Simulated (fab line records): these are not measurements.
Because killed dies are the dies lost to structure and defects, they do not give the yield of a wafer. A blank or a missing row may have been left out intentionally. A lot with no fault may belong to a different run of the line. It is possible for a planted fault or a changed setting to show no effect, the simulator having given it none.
fab line records | flow rit_cmos
[record] lots = 14 | wafers = 42 | last_day = 7
route steps=202 shown CONTACT@179 M1@202
lots untouched by any fault: they come from a run of this same line in which no faults occurred
start_h: the number of hours between the record's first day and the start of the first shown wafer of the lot | wait_h: hours from the lot's prior step to this one | " identical to the entry in the row above | L1.1+2: several wafers, shown together as one row | - no value, or no start was given | * or withheld: withheld | < > ~ a bound
route shown NAME@n: NAME is a module with steps in the file, n the number in the route of the first one | usual: mean/standard deviation taken from wafers without a fault | same: alike in all rows | chamber/n: place in a boat | sites: each site's reading | _std_site: how widely they spread, as a standard deviation | _edge_site: outer sites' mean less inner sites' | radius_mm: how far each site lies from the wafer's centre | mask NAME#n: copy n | behind: the most recent tool/chamber to have shaped the wafer | hold: cause of the lot's hold/its duration in hours/its outcome | device: transistor that didn't switch, given as n, p or np | end of line: the tests these same wafers got at the end of their route | a step given without rows: its recipe and nothing more | killed: dies lost to structure and defects at the first sort, not the wafer's yield | map: dies across one wafer; x = killed, . = not, _ = none there
set.NAME: the setting that was run; set.NAME@STEP: the one run at that earlier step | model.NAME: the simulator's own value behind a step, which no gauge read
route steps across a sampled set of lots; one table per step, one row per wafer
services: from which hour (start_h, from the record's first day; less than 0 if before it) a tool's chamber was out of use, for how many hours, and why
[[steps]]
[step RIT_CONTACT_ETCH_11]
[recipe] target_depth_a = 4800 | over_etch_frac = 0.2 | stop_on = TiSi2 | chemistry = CHF3/CF4/Ar | target = SiO2 | CHF3_flow_sccm = 50 | cf4_flow_sccm = 10 | Ar_flow_sccm = 100 | O2_flow_sccm = 5 | pressure_mtorr = 100 | rf_w = 200 | time_s = 320
[usual] O2_flow_sccm = 5.000/0.017 | drypump_motor_current_A = 5.9/0.42 | oes_product_au = 1.001/0.014 | throttle_valve_pct = 8.88/0.09
[same] time_s = 320
lot.wafer | tool        | chamber | start_h | wait_h | O2_flow_sccm | drypump_motor_current_A | oes_product_au | rf_hours_counter_h | throttle_valve_pct
L722.3    | rie_diel-01 | 1       | 68.95   | 0.1    | 4.983        | 5.6                     | 1.001          | 155                | 8.83
L722.5    | "           | 2       | "       | "      | 4.999        | 6.1                     | 1.028          | -                  | 9.06
L722.6    | "           | 3       | "       | "      | 5.000        | 6.4                     | 0.991          | -                  | 8.85
L724.1    | rie_diel-04 | 2       | 74.64   | 0.1    | 5.011        | 5.4                     | 0.980          | 145                | 8.84
L724.3    | "           | 0       | "       | "      | 4.970        | 5.7                     | 1.014          | 3                  | 8.79
L724.5    | "           | 3       | "       | "      | 5.002        | 5.9                     | 0.995          | -                  | 8.86
L723.2    | rie_diel-01 | 0       | 74.86   | 0.1    | 5.024        | 5.7                     | 1.000          | 15                 | 8.89
L723.4    | "           | 1       | "       | "      | 5.014        | 5.6                     | 1.006          | 155                | 8.82
L723.6    | "           | 1       | "       | "      | 5.016        | 5.6                     | 1.001          | -                  | 8.81
L725.1    | rie_diel-01 | 2       | 80.55   | 0.1    | 4.987        | 6.1                     | 1.020          | 3                  | 9.06
L725.2    | "           | 0       | "       | "      | 5.009        | 5.7                     | 1.003          | 15                 | 8.90
L725.3    | "           | 3       | "       | "      | 5.000        | 6.4                     | 0.991          | 127                | 8.85
L726.1    | rie_diel-03 | 0       | 83.88   | 0.1    | 5.021        | 5.6                     | 1.006          | 131                | 8.99
L726.3    | "           | 1       | "       | "      | 5.004        | 6.2                     | 0.988          | 78                 | 8.78
L726.6    | "           | 3       | "       | "      | 5.031        | 4.8                     | 0.995          | -                  | 8.90
L728.2    | rie_diel-01 | 0       | 93.36   | 0.1    | 5.000        | 5.7                     | 1.002          | 15                 | 8.88
L728.4    | "           | 3       | "       | "      | 5.021        | 6.4                     | 0.997          | 127                | 8.84
L728.5    | "           | 0       | "       | "      | 5.015        | 5.7                     | 1.004          | -                  | 8.89
L730.1    | rie_diel-04 | 0       | 97.13   | 0.1    | 5.003        | 5.7                     | 1.008          | 3                  | 8.78
L730.2    | "           | 3       | "       | "      | 5.026        | 5.9                     | 1.008          | 144                | 8.86
L730.4    | "           | 2       | "       | "      | 5.040        | 5.4                     | 0.973          | 145                | 8.84
L729.3    | rie_diel-01 | 1       | 98.17   | 0.1    | 5.016        | 5.6                     | 0.989          | 155                | 8.81
L729.4    | "           | 0       | "       | "      | 4.989        | 5.7                     | 0.998          | 15                 | 8.88
L729.6    | "           | 1       | "       | "      | 4.998        | 5.6                     | 0.998          | -                  | 8.82
L738.2    | rie_diel-04 | 1       | 133.80  | 0.1    | 5.011        | 6.6                     | 0.999          | 41                 | 8.82
L738.3    | "           | 0       | "       | "      | 5.017        | 5.7                     | 1.010          | 4                  | 8.77
L738.6    | "           | 3       | "       | "      | 5.002        | 5.9                     | 1.005          | -                  | 8.86
L739.1    | rie_diel-03 | 0       | 136.71  | 0.1    | 5.008        | 5.6                     | 1.007          | 132                | 8.99
L739.2    | "           | 2       | "       | "      | 4.984        | 5.8                     | 1.011          | 50                 | 9.03
L739.4    | "           | 3       | "       | "      | 5.004        | 4.8                     | 0.995          | 2                  | 8.88
L741.1    | rie_diel-04 | 3       | 147.59  | 0.1    | 5.002        | 5.9                     | 1.001          | 145                | 8.87
L741.2    | "           | 0       | "       | "      | 4.982        | 5.7                     | 1.006          | 4                  | 8.78
L741.5    | "           | 0       | "       | "      | 4.993        | 5.7                     | 1.016          | -                  | 8.77
L742.1    | rie_diel-04 | 0       | 155.45  | 0.1    | 5.001        | 5.7                     | 1.014          | 4                  | 8.79
L742.2    | "           | 2       | "       | "      | 4.966        | 5.4                     | 0.971          | 146                | 8.83
L742.5    | "           | 1       | "       | "      | 4.999        | 6.7                     | 1.008          | -                  | 8.84
L744.4    | rie_diel-04 | 2       | 167.47  | 0.1    | 5.012        | 5.4                     | 0.982          | 147                | 8.83
L744.5    | "           | 2       | "       | "      | 4.998        | 5.4                     | 0.973          | -                  | 8.84
L744.6    | "           | 3       | "       | "      | 5.000        | 5.9                     | 0.997          | -                  | 8.84
L745.1    | rie_diel-01 | 1       | 171.22  | 0.1    | 4.975        | 5.6                     | 1.020          | 1                  | 8.82
L745.5    | "           | 2       | "       | "      | 4.987        | 6.1                     | 1.020          | -                  | 9.07
L745.6    | "           | 3       | "       | "      | 4.996        | 6.4                     | 0.991          | -                  | 8.86
[step RIT_M1_PROBE_99]
[usual] killed_at_contacts = 0.1/0.38 | killed_at_front_end = 7/3.2 | killed_dies = 7/3.2 | killed_open = 3.6/2.1 | killed_short = 3.5/2
[same] gross_dies = 264 | killed_at_M0_to_M3 = 0 | killed_at_M4_up = 0 | killed_at_back_side = 0 | killed_at_other = 0
lot.wafer | tool      | chamber | start_h | wait_h | killed_at_contacts | killed_at_front_end | killed_dies | killed_open | killed_short
L728.2    | prober-01 | -       | 98.62   | 0.1    | 6                  | 6                   | 12          | 3           | 3
L728.4    | prober-01 | -       | 98.72   | 0.2    | 0                  | 10                  | 10          | 3           | 7
L728.5    | prober-01 | -       | 98.77   | 0.2    | 8                  | 6                   | 14          | 2           | 4
L730.1    | prober-02 | -       | 102.46  | 0.1    | 0                  | 8                   | 8           | 2           | 6
L730.2    | prober-02 | -       | 102.51  | 0.1    | 0                  | 6                   | 6           | 2           | 4
L730.4    | prober-02 | -       | 102.61  | 0.2    | 0                  | 5                   | 5           | 3           | 2
L729.3    | prober-01 | -       | 103.93  | 0.2    | 0                  | 7                   | 7           | 2           | 5
L729.4    | prober-01 | -       | 103.98  | 0.2    | 8                  | 4                   | 12          | 1           | 2
L729.6    | prober-01 | -       | 104.08  | 0.2    | 0                  | 6                   | 6           | 5           | 1
L738.2    | prober-01 | -       | 139.81  | 0.1    | 0                  | 9                   | 9           | 5           | 4
L738.3    | prober-01 | -       | 139.86  | 0.2    | 0                  | 9                   | 9           | 3           | 6
L738.6    | prober-01 | -       | 140.01  | 0.2    | 0                  | 4                   | 4           | 4           | 0
// killed by level:class
L728.2 CONTACT:unspecified=6 GATE:geometric_particle:open=2 FOX1:geometric_particle:short=1 GATE:geometric_particle:short=1 REOX:geometric_particle:short=1 REOX:geometric_particle:open=1
L728.4 GATE:geometric_particle:short=7 FOX2:geometric_particle:open=2 FOX1:geometric_particle:open=1
L728.5 CONTACT:unspecified=8 FOX1:geometric_particle:short=1 FOX2:geometric_particle:short=1 GATE:geometric_particle:short=1 GATE:geometric_particle:open=1 SPACER:geometric_particle:open=1 SPACER:geometric_particle:short=1
L730.1 FOX1:geometric_particle:short=2 GATE:geometric_particle:short=2 SILICIDE:geometric_particle:open=2 REOX:geometric_particle:short=1 SILICIDE:geometric_particle:short=1
L730.2 REOX:geometric_particle:short=2 FOX2:geometric_particle:open=1 SPACER:geometric_particle:short=1 SILICIDE:geometric_particle:open=1 SILICIDE:geometric_particle:short=1
L730.4 FOX1:geometric_particle:short=1 REOX:geometric_particle:short=1 REOX:geometric_particle:open=1 SPACER:geometric_particle:open=1 SILICIDE:geometric_particle:open=1
L729.3 GATE:geometric_particle:short=3 SILICIDE:geometric_particle:short=2 GATE:geometric_particle:open=1 SILICIDE:geometric_particle:open=1
L729.4 CONTACT:unspecified=8 FOX1:geometric_particle:short=1 SPACER:geometric_particle:open=1 SILICIDE:geometric_particle:short=1 NLDD:coat_microbubble_printed=1
L729.6 SPACER:geometric_particle:open=4 GATE:geometric_particle:open=1 SPACER:geometric_particle:short=1
L738.2 GATE:geometric_particle:short=3 GATE:geometric_particle:open=2 FOX1:geometric_particle:open=1 REOX:geometric_particle:short=1 SPACER:geometric_particle:open=1 SILICIDE:geometric_particle:open=1
L738.3 FOX1:geometric_particle:short=2 GATE:geometric_particle:short=2 GATE:geometric_particle:open=1 REOX:geometric_particle:open=1 REOX:geometric_particle:short=1 SPACER:geometric_particle:short=1 SILICIDE:geometric_particle:open=1
L738.6 REOX:geometric_particle:open=2 SPACER:geometric_particle:open=2
[[services]]
tool        | chamber | start_h | hours | kind
rie_diel-03 | 3       | 45.29   | -     | clean
rie_diel-03 | 3       | 45.29   | 21.4  | scheduled_down
rie_diel-03 | 3       | 45.29   | 21.4  | vent_cycle
rie_diel-04 | 0       | 54.08   | 5.1   | repair
rie_diel-04 | 1       | 74.42   | 8.0   | repair
rie_diel-03 | -       | 85.52   | 0.1   | repair
rie_diel-03 | -       | 93.43   | 0.5   | repair
rie_diel-04 | -       | 118.41  | 14.6  | pm
rie_diel-01 | 1       | 122.58  | -     | clean
rie_diel-01 | 1       | 122.58  | 19.2  | scheduled_down
rie_diel-01 | 1       | 122.58  | 19.2  | vent_cycle
rie_diel-01 | -       | 162.41  | 0.7   | repair
rie_diel-01 | -       | 167.43  | 2.8   | pm
rie_diel-04 | 2       | 168.34  | -     | clean
rie_diel-03 | 2       | 170.96  | 5.4   | repair
[[key]]
[first_sign] step = RIT_M1_PROBE_99 | reading = killed_at_contacts | direction = up | sigmas = 7.2 | usual = 0.1 | struck = 7.3
effect none on later readings
met_at RIT_CONTACT_ETCH_11
struck_lots L728,L729
struck_wafers L728.2,L728.5,L729.4
tester_left_out L728,L729
onset_between 80.55 93.36
[fault] kind = chamber_particle_source | tool = rie_diel-01 | chamber = 0 | onset_h = 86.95 | steps = RIT_CONTACT_ETCH_11 | rate_per_visit_cm2 = 0.035611 | end_h = 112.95
// tester_left_out: of these lots the tester's yield and bins aren't shown, on N5 and GAA mostly nor the transistor test; their killed dies are dies lost to structure and defects alone, not to doping, threshold or leakage, so they don't give the yield
